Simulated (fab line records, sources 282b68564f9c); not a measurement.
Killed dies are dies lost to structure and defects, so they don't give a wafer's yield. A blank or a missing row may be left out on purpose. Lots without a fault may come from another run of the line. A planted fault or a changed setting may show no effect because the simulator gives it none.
Which tool did it? | flow rit_cmos | 14 lots, 42 wafers sampled, at 1 step of a route of 202

WHAT THE GAUGES READ, wafer by wafer
The record holds no reading of a measuring or inspecting step that can be judged against a usual standard deviation.

WHICH TOOL RAN EACH LOT (tool, then ch and the chambers of the sampled wafers, then the start)
lot  | RIT_GATE_ETCH_19
L222 | rie_si-01 ch 0,3, day 2 13:21
L223 | rie_si-02 ch 0,3, day 2 22:26
L225 | rie_si-02 ch 0,2,3, day 3 04:32
L226 | rie_si-01 ch 1,2,3, day 3 16:22
L227 | rie_si-02 ch 0,2,3, day 3 16:31
L229 | rie_si-02 ch 1,3, day 4 00:30
L230 | rie_si-01 ch 1,2,3, day 4 06:20
L231 | rie_si-02 ch 0,2,3, day 4 15:19
L232 | rie_si-01 ch 0,1,3, day 4 16:14
L233 | rie_si-02 ch 0,2,3, day 4 20:26
L234 | rie_si-01 ch 1,3, day 5 03:14
L236 | rie_si-01 ch 1,2,3, day 5 12:38
L238 | rie_si-01 ch 0,2,3, day 5 22:37
L245 | rie_si-02 ch 0,1, day 7 09:13
- RIT_GATE_ETCH_19: etches poly-Si in SF6/CHF3/O2, stops on SiO2, time 165 s, target depth 312.5 nm.

WHAT THE TOOLS THEMSELVES READ (means of the sampled wafers that have a number; where no wafer has one, the mark that the record gives instead)
RIT_GATE_ETCH_19.
lot  | tool      | O2_flow_sccm (sccm) | drypump_motor_current_A (A) | oes_product_au (a.u.) | throttle_valve_pct (%)
L222 | rie_si-01 | 4.993               | 5.8                         | 0.863                 | 10.12
L223 | rie_si-02 | 4.999               | 6.3                         | 0.837                 | 10.11
L225 | rie_si-02 | 5.003               | 6.0                         | 0.844                 | 10.09
L226 | rie_si-01 | 5.001               | 5.5                         | 0.857                 | 10.36
L227 | rie_si-02 | 4.990               | 6.0                         | 0.845                 | 10.09
L229 | rie_si-02 | 5.012               | 5.8                         | 0.855                 | 10.12
L230 | rie_si-01 | 4.990               | 5.5                         | 0.850                 | 10.37
L231 | rie_si-02 | 4.989               | 6.0                         | 0.849                 | 10.09
L232 | rie_si-01 | 4.995               | 5.7                         | 0.859                 | 10.27
L233 | rie_si-02 | 4.994               | 6.0                         | 0.846                 | 10.10
L234 | rie_si-01 | 4.990               | 5.7                         | 0.861                 | 10.45
L236 | rie_si-01 | 4.999               | 5.5                         | 0.793                 | 10.36
L238 | rie_si-01 | 4.978               | 5.5                         | 0.795                 | 10.19
L245 | rie_si-02 | 5.007               | 6.4                         | 0.831                 | 10.09

THE ANSWER, worked out from the rows above alone
Rule: what is usual is taken from the lots themselves. Put in order of their means at a reading, lots are off if they are a third of the lots or fewer, leave a main group of 4 or more, and stand apart from it by a gap of 3 or more times the standard deviation of the main group's means; of several such gaps the widest counts. A main group whose means are all the same, to the digits that the tables above print for the reading, isn't used. A lot without any number at a reading at which 4 lots or more have one is off too. The other lots that the step has rows for count as sound. The gauges are gone through in route order, then the tools' own readings, and for those a lot's mean is taken as printed above. The first step at which some lot is off is used, and at that step the reading that is off furthest; a lot without a number counts as furthest.
Off: L236, L238, at RIT_GATE_ETCH_19 (oes_product_au). The main group: mean 0.850 a.u., standard deviation 0.0094.
A tool fits if, at that step or a process step before it, it ran every lot that is off, and no sound lot after the first of them. One fits: rie_si-01 at RIT_GATE_ETCH_19. Its last sound lot is L234 (day 5 03:14), its first lot that is off L236 (day 5 12:38): a fault that began between those two fits.
The tool's own readings at RIT_GATE_ETCH_19 bear it out: on the lots that are off they differ by more than 5 times the standard deviation of the sound lots' means. oes_product_au reads 0.794 a.u. there against 0.850 a.u. on the sound lots.

WHAT THE SIMULATOR HAD PUT IN
Process parameter drift: rie_si-01, from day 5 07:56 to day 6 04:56, at RIT_GATE_ETCH_19. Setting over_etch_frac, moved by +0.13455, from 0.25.
Lots struck among those shown: L236, L238. The rule above found the same.
